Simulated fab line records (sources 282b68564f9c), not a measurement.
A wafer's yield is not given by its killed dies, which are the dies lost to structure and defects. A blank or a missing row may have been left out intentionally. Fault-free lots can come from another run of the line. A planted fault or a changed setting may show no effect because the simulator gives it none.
Which tool is to blame? / flow rit_cmos / 42 wafers from 14 lots sampled at 2 of the route's 202 steps

## WHAT THE GAUGES SHOWED, per wafer
No reading from a measuring or inspecting step in the record can be judged against a usual standard deviation.

## EACH LOT AND THE TOOL THAT RAN IT (in order: tool; ch and the chambers of the sampled wafers; start)
lot=L138; RIT_NLDD_SOFTBAKE_02=litho_track-02 ch 0, day 2 19:44; RIT_M1_PROBE_99=-
lot=L139; RIT_NLDD_SOFTBAKE_02=litho_track-03 ch 0, day 2 22:14; RIT_M1_PROBE_99=-
lot=L140; RIT_NLDD_SOFTBAKE_02=litho_track-02 ch 0, day 3 02:01; RIT_M1_PROBE_99=-
lot=L141; RIT_NLDD_SOFTBAKE_02=litho_track-02 ch 0, day 3 07:16; RIT_M1_PROBE_99=-
lot=L142; RIT_NLDD_SOFTBAKE_02=litho_track-02 ch 0, day 3 12:20; RIT_M1_PROBE_99=-
lot=L143; RIT_NLDD_SOFTBAKE_02=litho_track-03 ch 0, day 3 19:45; RIT_M1_PROBE_99=-
lot=L144; RIT_NLDD_SOFTBAKE_02=litho_track-01 ch 0, day 3 22:50; RIT_M1_PROBE_99=-
lot=L145; RIT_NLDD_SOFTBAKE_02=litho_track-03 ch 0, day 4 05:17; RIT_M1_PROBE_99=-
lot=L146; RIT_NLDD_SOFTBAKE_02=litho_track-01 ch 0, day 4 07:52; RIT_M1_PROBE_99=prober-02, day 5 00:56
lot=L153; RIT_NLDD_SOFTBAKE_02=litho_track-02 ch 0, day 5 21:02; RIT_M1_PROBE_99=-
lot=L156; RIT_NLDD_SOFTBAKE_02=litho_track-02 ch 0, day 6 10:12; RIT_M1_PROBE_99=-
lot=L157; RIT_NLDD_SOFTBAKE_02=litho_track-03 ch 0, day 6 16:26; RIT_M1_PROBE_99=-
lot=L158; RIT_NLDD_SOFTBAKE_02=litho_track-03 ch 0, day 6 19:50; RIT_M1_PROBE_99=-
lot=L161; RIT_NLDD_SOFTBAKE_02=litho_track-03 ch 0, day 7 12:02; RIT_M1_PROBE_99=-
- RIT_NLDD_SOFTBAKE_02: time 60 s.
- RIT_M1_PROBE_99

## WHAT THE TOOLS THEMSELVES READ (means of the sampled wafers that have a number; where no wafer has one, the mark that the record gives instead)
RIT_NLDD_SOFTBAKE_02.
lot=L138; tool=litho_track-02; heater_power_total_W (W)=34.53; plate_temp_C (C)=89.92
lot=L139; tool=litho_track-03; heater_power_total_W (W)=34.54; plate_temp_C (C)=89.97
lot=L140; tool=litho_track-02; heater_power_total_W (W)=34.55; plate_temp_C (C)=89.88
lot=L141; tool=litho_track-02; heater_power_total_W (W)=34.61; plate_temp_C (C)=89.89
lot=L142; tool=litho_track-02; heater_power_total_W (W)=34.56; plate_temp_C (C)=90.00
lot=L143; tool=litho_track-03; heater_power_total_W (W)=34.57; plate_temp_C (C)=89.82
lot=L144; tool=litho_track-01; heater_power_total_W (W)=34.56; plate_temp_C (C)=89.94
lot=L145; tool=litho_track-03; heater_power_total_W (W)=34.58; plate_temp_C (C)=90.01
lot=L146; tool=litho_track-01; heater_power_total_W (W)=34.55; plate_temp_C (C)=90.04
lot=L153; tool=litho_track-02; heater_power_total_W (W)=34.22; plate_temp_C (C)=89.60
lot=L156; tool=litho_track-02; heater_power_total_W (W)=34.27; plate_temp_C (C)=89.41
lot=L157; tool=litho_track-03; heater_power_total_W (W)=34.59; plate_temp_C (C)=89.85
lot=L158; tool=litho_track-03; heater_power_total_W (W)=34.55; plate_temp_C (C)=89.97
lot=L161; tool=litho_track-03; heater_power_total_W (W)=34.55; plate_temp_C (C)=89.86

RIT_M1_PROBE_99.
lot=L146 tool=prober-02 killed_at_M0_to_M3=0.0 killed_at_contacts=0.3 killed_at_front_end=8.3 killed_dies=8.7 killed_open=6.0 killed_short=2.7

## THE ANSWER, worked out from the rows above alone
Rule: what is usual is taken from the lots themselves. The widest of any qualifying gaps counts: lots, ordered by their means at a reading, are off when they make up no more than a third of the lots, leave a main group of 4 or more, and stand apart from it by 3 or more times the standard deviation of that group's means. A main group whose means are all the same, to the digits that the tables above print for the reading, isn't used. Also off: a lot with no number at a reading for which 4 or more lots have one. The other lots that the step has rows for count as sound. After the gauges, taken in route order, come the tools' own readings; for these a lot's mean is taken, as printed above. At the first step where some lot is off, the reading lying furthest off is the one used; lots without a number count as furthest.
Off, at RIT_NLDD_SOFTBAKE_02 on heater_power_total_W: L153, L156. For the main group the mean is 34.56 W and the standard deviation 0.022.
If a tool, at that step or one of the process steps before it, ran each lot that is off and ran no sound lot following the first of them, it fits. One fits: RIT_NLDD_SOFTBAKE_02 on litho_track-02. Its last sound lot is L142 (day 3 12:20), its first lot that is off L153 (day 5 21:02): a fault that began between those two fits.
The tool's own readings at RIT_NLDD_SOFTBAKE_02 bear it out: on the lots that are off they differ by more than 5 times the standard deviation of the sound lots' means. heater_power_total_W reads 34.25 W there against 34.56 W on the sound lots; plate_temp_C reads 89.50 C there against 89.93 C on the sound lots.

## WHAT WAS PUT IN BY THE SIMULATOR
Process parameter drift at RIT_NLDD_SOFTBAKE_02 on litho_track-02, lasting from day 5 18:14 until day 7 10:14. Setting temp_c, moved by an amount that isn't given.
Shown lots that were struck: L153, L156. This agrees with what the rule above found.
